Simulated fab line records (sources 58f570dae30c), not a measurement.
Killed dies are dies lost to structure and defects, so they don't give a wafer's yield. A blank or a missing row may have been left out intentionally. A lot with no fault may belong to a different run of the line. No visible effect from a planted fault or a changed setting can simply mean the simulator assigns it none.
Which of the tools did it? ; flow berkeley-cmos170 ; 7 lots, 21 wafers sampled, at 2 steps of a route of 331

WHAT THE GAUGES SHOWED, per wafer
UCB170_SDANNEAL_RS_MEAS_02: a four-point-probe measurement.
lot;measured;on;PSD_RS (ohm/sq)
L169;day 8 12:51;film-metro-02;75.6 76.0 75.9
L171;day 9 03:58;film-metro-04;75.8 75.8 75.6
L172;day 9 06:16;film-metro-01;75.0 75.0 75.1
L176;day 10 01:13;film-metro-01;75.2 75.5 75.1
L181;day 10 22:50;film-metro-04;75.5 75.3 75.4
L185;day 11 14:32;film-metro-02;75.9 75.6 75.8
L188;day 12 00:54;film-metro-01;75.8 75.7 75.6

WHICH TOOL RAN EACH LOT (tool, then ch and the chambers of the sampled wafers, then the start)
lot;UCB170_SPACER_ETCHBACK_03
L169;rie-diel-02 ch 0,1,2, day 8 06:01
L171;rie-diel-01 ch 0,2, day 8 21:55
L172;rie-diel-02 ch 0,1,2, day 8 21:56
L176;rie-diel-02 ch 0,1,3, day 9 19:52
L181;rie-diel-03 ch 0,2,3, day 10 15:52
L185;rie-diel-03 ch 0,2, day 11 08:43
L188;rie-diel-01 ch 0,1,2, day 11 19:07
- UCB170_SPACER_ETCHBACK_03: etches SiO2 in CHF3/CF4/Ar, stops on Si, target depth 376 nm, time 100 s.

THE ANSWER, worked out from the rows above alone
Rule: usual is defined by the lots themselves. Put in order of their means at a reading, lots are off if they are a third of the lots or fewer, leave a main group of 4 or more, and stand apart from it by a gap of 3 or more times the standard deviation of the main group's means; of several such gaps the widest counts. Not used: any main group whose means are identical at the precision the tables above print for the reading. A lot without any number at a reading at which 4 lots or more have one is off too. Any other lot the step has rows for is counted as sound.
No lot is off on any of the readings shown, so nothing can be concluded from this.

WHAT THE SIMULATOR PUT IN
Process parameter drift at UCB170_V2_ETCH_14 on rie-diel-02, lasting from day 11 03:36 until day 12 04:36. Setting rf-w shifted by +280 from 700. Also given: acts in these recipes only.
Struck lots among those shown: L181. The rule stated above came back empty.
